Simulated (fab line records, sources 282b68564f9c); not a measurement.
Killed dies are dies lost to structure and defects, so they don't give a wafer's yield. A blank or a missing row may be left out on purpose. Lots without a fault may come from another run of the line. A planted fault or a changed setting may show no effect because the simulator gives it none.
A struck lot beside a sound one | flow rit_cmos | 19 steps out of a route of 202
Sound: wafers L157.1, L157.2, L157.5. Struck: wafer L167.3. (L167.2, L167.4 of the same lot were not struck and are left out.) The cause comes at the end.
At each step with rows: each side's tool, then ch and its chambers, then its first start. Under that, the readings that differ: sound wafers | struck wafers | difference of the means | sigmas: that difference in standard deviations of wafers without a fault.
alike: readings whose means differ by less than 2 such deviations, and words and numbers that are the same on both sides. not compared: withheld readings, readings that some wafer has no value for, bounds like >300 that may hide the same value, and numbers for which the record gives no deviation and whose values overlap.
The two part at a step that has a row with sigmas, a row that says differs or no value, or rows on one side only. Numbers that don't overlap but have no deviation are shown without sigmas and don't part them. A reading that every wafer of one side lacks parts them only if that side has two wafers or more.

RIT_M1_SPUTTER_00: material Al, target thk 400 nm, time 500 s.
  sound on pvd_sputter-02, day 5 05:05; struck on pvd_sputter-04, day 7 04:52
  alike: throttle_valve_pct
RIT_M1_RS_MEAS_01: measures by four-point-probe.
  sound on film_metro-02, day 5 05:23; struck on film_metro-04, day 7 05:11
  alike: M1_AL_RS
RIT_M1_THK_MEAS_02: measures by xrf.
  sound on film_metro-02, day 5 05:30; struck on film_metro-04, day 7 05:18
  alike: M1_AL_THK
then, 6 steps without rows for these wafers: RIT_M1_HMDS_03 (prime time 60 s); RIT_M1_COAT_04 (resist thk 1300 nm); RIT_M1_SOFTBAKE_05 (time 60 s); RIT_M1_EXPOSE_06 (exposes mask M12, target cd 2600 nm); RIT_M1_PEB_07; RIT_M1_DEVELOP_08 (develop time 68 s).
RIT_M1_CD_MEAS_09: target cd 2600 nm.
  sound on cd_sem-01, day 5 06:26; struck on cd_sem-01, day 7 06:15
  alike: cd_nm
RIT_M1_OVL_MEAS_10:
  sound on overlay-01, day 5 06:34; struck on overlay-01, day 7 06:21
  alike: M1_OVL
then, 1 step without rows for these wafers: RIT_M1_HARDBAKE_11 (time 120 s).
RIT_M1_METAL_ETCH_12: etches Al in Cl2/BCl3, stops on SiO2, time 165 s, target depth 600 nm.
  sound on rie_metal-02 ch 0,1, day 5 06:51; struck on rie_metal-02 ch 0, day 7 06:38
  alike: drypump_motor_current_A, oes_product_au, throttle_valve_pct
  not compared: rf_hours_counter_h
then, 1 step without rows for these wafers: RIT_M1_STRIP_13 (strips in nmp, time 600 s).
RIT_M1_STRIP_14: strips in O2, time 180 s.
  sound on plasma_asher-03 ch 0,1, day 5 07:11; struck on plasma_asher-02 ch 0, day 7 06:58
  alike: drypump_motor_current_A
  not compared: rf_hours_counter_h
RIT_M1_CD_MEAS_90: target cd 2600 nm.
  sound on cd_sem-02, day 5 07:22; struck on cd_sem-02, day 7 07:10
  alike: cd_nm
then, 1 step without rows for these wafers: RIT_M1_ANNEAL_15 (time 1800 s).
RIT_M1_BOW_MEAS_16:
  sound on film_metro-03, day 5 08:59; struck on film_metro-04, day 7 09:21
  alike: M1_BOW
RIT_M1_PROBE_99:
  sound on prober-02, day 5 09:06; struck on prober-01, day 7 09:33
  reading                               | sound             | struck | difference | sigmas
  killed_at_M0_to_M3                    | 0 0 0             | 5      | +5         |
  killed_short                          | 6 7 2             | 1      | -4         | -2
  model.etest.tester.sort_n_pass        | 255 255 258       | 254    | -2         |
  model.etest.tester.sort_yield_pct (%) | 96.59 96.59 97.73 | 96.21  | -0.76      |
  alike: defect_limited_yield, killed_at_contacts, killed_at_front_end, killed_dies, killed_open, sort_bin_3_pad_short, sort_bin_5_function, sort_bin_6_memory, sort_n_pass, sort_yield_pct
  not compared: model.etest.tester.sort_bin_5_pct

WHERE THEY PART
Only at RIT_M1_PROBE_99, within this record.

WHY: what the simulator had put in
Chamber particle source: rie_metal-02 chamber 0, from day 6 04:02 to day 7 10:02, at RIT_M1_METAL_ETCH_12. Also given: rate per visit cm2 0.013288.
